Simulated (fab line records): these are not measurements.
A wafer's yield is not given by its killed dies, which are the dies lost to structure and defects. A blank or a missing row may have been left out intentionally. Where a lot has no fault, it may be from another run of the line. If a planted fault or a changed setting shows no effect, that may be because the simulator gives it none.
A lot that was struck, set against a sound lot    flow ritCmos    15 out of 202 route steps
Sound: wafers L499.1, L499.2, L499.5. The struck wafers were L504.1, L504.3, L504.6. At the end, the cause is stated.
At each step with rows: each side's tool, then ch and its chambers, then its first start. Under that, the readings that differ: sound wafers    struck wafers    difference of the means    sigmas: that difference in standard deviations of wafers without a fault.
alike: readings with means less than 2 such deviations apart, plus words and numbers identical on both sides. not compared: withheld readings, readings lacking a value on some wafer, bounds such as >300 that could conceal the same value, and numbers that have no deviation in the record and whose values overlap.
A row with sigmas, a row that says differs or no value, or rows on one side alone: a step with any of these is where the two part. Numbers that have no deviation but don't overlap get no sigmas and don't part them. Lack of a reading on every wafer of one side parts them only where that side has two or more wafers.

RIT_SPACER_ETCHBACK_05: etches Si3N4 in SF6/CHF3, stops on SiO2, target depth 250 nm, time 240 s.
  sound on rieDiel-01 ch 1,2,3, day 3 13:33; struck on rieDiel-01 ch 1,2,3, day 4 23:52
  alike: drypumpMotorCurrentA, oesProductAu, throttleValvePct
  not compared: rfHoursCounterH
then, 6 steps without rows for these wafers: RIT_NSD_HMDS_00 (prime time 60 s); RIT_NSD_COAT_01 (resist thk 1000 nm); RIT_NSD_SOFTBAKE_02 (time 60 s); RIT_NSD_EXPOSE_03 (exposes mask M9, target cd 40700 nm); RIT_NSD_PEB_04; RIT_NSD_DEVELOP_05 (develop time 50 s).
RIT_NSD_OVL_MEAS_06:
  sound on overlay-01, day 3 14:33; struck on overlay-01, day 5 00:52
  alike: NSD_OVL
then, 2 steps without rows for these wafers: RIT_NSD_HARDBAKE_07 (time 60 s); RIT_NSD_IMPLANT_08.
RIT_NSD_STRIP_09: strips in O2, time 180 s.
  sound on plasmaAsher-02 ch 0,1, day 3 14:53; struck on plasmaAsher-04 ch 0,1, day 5 01:13
  alike: drypumpMotorCurrentA
  not compared: rfHoursCounterH
RIT_NSD_TW_MEAS_10:
  sound on filmMetro-04, day 3 15:04; struck on filmMetro-02, day 5 01:23
  alike: NSD_TW
RIT_PSD_HMDS_00: prime time 60 s.
  sound on lithoTrack-03 ch 0, day 3 15:07; struck on lithoTrack-01 ch 0, day 5 01:26
reading         sound                 struck                difference  sigmas
primeTempC (C)  139.91 139.88 139.93  137.78 137.82 137.67  -2.15       -14
  alike: chillPlateTempC
then, 1 step without rows for these wafers: RIT_PSD_COAT_01 (resist thk 1000 nm).
RIT_M1_PROBE_99:
  rows exist in the record for the sound wafers here (prober-02, day 4 02:15), none for the struck ones

== WHERE THEY PART ==
Earliest at RIT_PSD_HMDS_00; latest, in this record, at RIT_M1_PROBE_99.

WHY: what had been put in by the simulator
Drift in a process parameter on lithoTrack-01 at RIT_PSD_HMDS_00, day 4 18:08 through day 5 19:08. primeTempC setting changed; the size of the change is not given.
